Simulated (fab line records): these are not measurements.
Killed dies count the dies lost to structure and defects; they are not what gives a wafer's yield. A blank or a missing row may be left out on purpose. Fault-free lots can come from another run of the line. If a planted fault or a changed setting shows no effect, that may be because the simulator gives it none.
Which tool is to blame? -- flow berkeley cmos170 -- 42 wafers from 14 lots sampled at 3 of the route's 331 steps

## WHAT THE GAUGES READ, wafer by wafer
UCB170_M1_CD_MEAS_90: target cd 700 nm. Usual: cd nm reads 700.7 nm (standard deviation 2.7).
lot,measured,on,cd nm (nm),flag
L321,day 8 08:24,cd sem-02,700.2 700.9 701.4,
L320,day 8 09:17,cd sem-02,705.8 700.8 704.6,
L319,day 8 13:52,cd sem-01,696.9 699.1 700.5,
L324,day 9 09:08,cd sem-01,706.0 701.8 699.9,
L322,day 9 11:07,cd sem-01,701.6 702.4 700.4,
L323,day 9 11:11,cd sem-02,701.3 697.6 699.4,
L329,day 9 22:28,cd sem-01,696.6 699.2 697.9,
L326,day 9 22:35,cd sem-02,698.7 702.2 697.1,
L330,day 9 23:30,cd sem-01,701.9 703.0 705.0,
L333,day 11 02:43,cd sem-02,699.6 697.3 698.3,
L335,day 11 17:40,cd sem-02,686.1 689.1 687.8,OFF
L337,day 12 05:59,cd sem-02,686.2 686.4 686.0,OFF
L339,day 12 06:36,cd sem-02,701.0 697.6 696.0,
L340,day 12 07:11,cd sem-02,699.6 698.8 701.7,

## WHICH TOOL RAN EACH LOT (tool, then ch and the chambers of the sampled wafers, then the start)
lot,UCB170_M1_METAL_ETCH_12,UCB170_M1_STRIP_13
L321,"rie metal-03 ch 0,1, day 8 08:09","plasma asher-03 ch 0,1, day 8 08:17"
L320,"rie metal-02 ch 0,1, day 8 09:02","plasma asher-02 ch 0,1, day 8 09:10"
L319,"rie metal-03 ch 0,1, day 8 13:38","plasma asher-02 ch 0,1, day 8 13:45"
L324,"rie metal-02 ch 0,1, day 9 08:54","plasma asher-02 ch 0,1, day 9 09:01"
L322,"rie metal-04 ch 0,1, day 9 10:52","plasma asher-02 ch 0,1, day 9 10:59"
L323,"rie metal-03 ch 0,1, day 9 10:56","plasma asher-03 ch 0,1, day 9 11:05"
L329,"rie metal-03 ch 0,1, day 9 22:10","plasma asher-02 ch 0,1, day 9 22:17"
L326,"rie metal-02 ch 0,1, day 9 22:21","plasma asher-01 ch 0,1, day 9 22:29"
L330,"rie metal-02 ch 0,1, day 9 23:15","plasma asher-03 ch 0,1, day 9 23:23"
L333,"rie metal-03 ch 0,1, day 11 02:28","plasma asher-02 ch 0,1, day 11 02:37"
L335,"rie metal-03 ch 0, day 11 17:26","plasma asher-02 ch 0, day 11 17:34"
L337,"rie metal-03 ch 0,1, day 12 05:44","plasma asher-03 ch 1, day 12 05:52"
L339,"rie metal-02 ch 0,1, day 12 06:22","plasma asher-03 ch 0,1, day 12 06:30"
L340,"rie metal-04 ch 0,1, day 12 06:58","plasma asher-03 ch 0,1, day 12 07:05"
- UCB170_M1_METAL_ETCH_12: etches Al in Cl2/BCl3, stops on PSG, target depth 780 nm, time 130 s.
- UCB170_M1_STRIP_13: strips in O2.

## WHAT THE TOOLS THEMSELVES READ (means of the sampled wafers that have a number; where no wafer has one, the mark that the record gives instead)
UCB170_M1_METAL_ETCH_12. Usual: drypump motor current A 5.8 A, standard deviation 0.34; oes product au 0.856 a.u., standard deviation 0.013; throttle valve pct 24.33 %, standard deviation 0.19.
lot,tool,drypump motor current A (A),oes product au (a.u.),throttle valve pct (%),flag
L321,rie metal-03,5.7,0.851,24.34,
L320,rie metal-02,5.6,0.869,24.36,
L319,rie metal-03,5.7,0.859,24.33,
L324,rie metal-02,5.5,0.863,24.41,
L322,rie metal-04,6.1,0.851,24.10,
L323,rie metal-03,5.7,0.841,24.34,
L329,rie metal-03,5.9,0.844,24.39,
L326,rie metal-02,5.5,0.868,24.41,
L330,rie metal-02,5.5,0.871,24.41,
L333,rie metal-03,5.7,0.857,24.33,
L335,rie metal-03,6.2,0.852,24.45,
L337,rie metal-03,5.9,0.846,24.41,
L339,rie metal-02,5.5,0.875,24.40,
L340,rie metal-04,6.2,0.851,24.11,

UCB170_M1_STRIP_13. Usual: drypump motor current A 6.0 A, standard deviation 0.41; o2 flow sccm 399.9 sccm, standard deviation 1.1; oes product au 0.720 a.u., standard deviation 0.0045.
lot,tool,drypump motor current A (A),o2 flow sccm (sccm),oes product au (a.u.),flag
L321,plasma asher-03,5.8,400.2,0.722,
L320,plasma asher-02,6.3,399.7,0.719,
L319,plasma asher-02,6.0,400.2,0.723,
L324,plasma asher-02,6.3,401.2,0.720,
L322,plasma asher-02,6.3,399.4,0.719,
L323,plasma asher-03,5.8,400.0,0.719,
L329,plasma asher-02,6.3,399.8,0.720,
L326,plasma asher-01,6.2,399.8,0.716,
L330,plasma asher-03,5.8,399.0,0.722,
L333,plasma asher-02,6.3,398.8,0.720,
L335,plasma asher-02,5.6,399.3,0.598,OFF
L337,plasma asher-03,5.8,399.7,0.592,OFF
L339,plasma asher-03,5.8,399.8,0.716,
L340,plasma asher-03,5.8,399.3,0.723,

## THE ANSWER, worked out from the rows above alone
Rule: take the mean of a lot's wafers that have a number; if it is more than 3 standard deviations from the usual mean, the lot is off. Also off: a lot with no number at a reading for which 4 or more lots have one. The other lots that the step has rows for count as sound. After the gauges, taken in route order, come the tools' own readings; for these a lot's mean is taken, as printed above. At the first step where some lot is off, the reading lying furthest off is the one used; lots without a number count as furthest.
Off: L335, L337 (UCB170_M1_CD_MEAS_90, cd nm).
If a tool, at a process step before that reading, ran all the lots that are off and no sound lot after the first of them, it fits. The gauges at UCB170_M1_CD_MEAS_90 aren't tried: what is off there is off at UCB170_M1_STRIP_13 too, on other tools, and a gauge's error can't cause that. One fits: UCB170_M1_METAL_ETCH_12 on rie metal-03. Its last sound lot is L333 (day 11 02:28), its first lot that is off L335 (day 11 17:26): a fault that began between those two fits.

## WHAT THE SIMULATOR HAD INSERTED
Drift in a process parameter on rie metal-03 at UCB170_M1_METAL_ETCH_12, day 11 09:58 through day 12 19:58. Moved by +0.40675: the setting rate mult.
Struck lots among those shown: L335, L337. The rule given above showed the same thing.
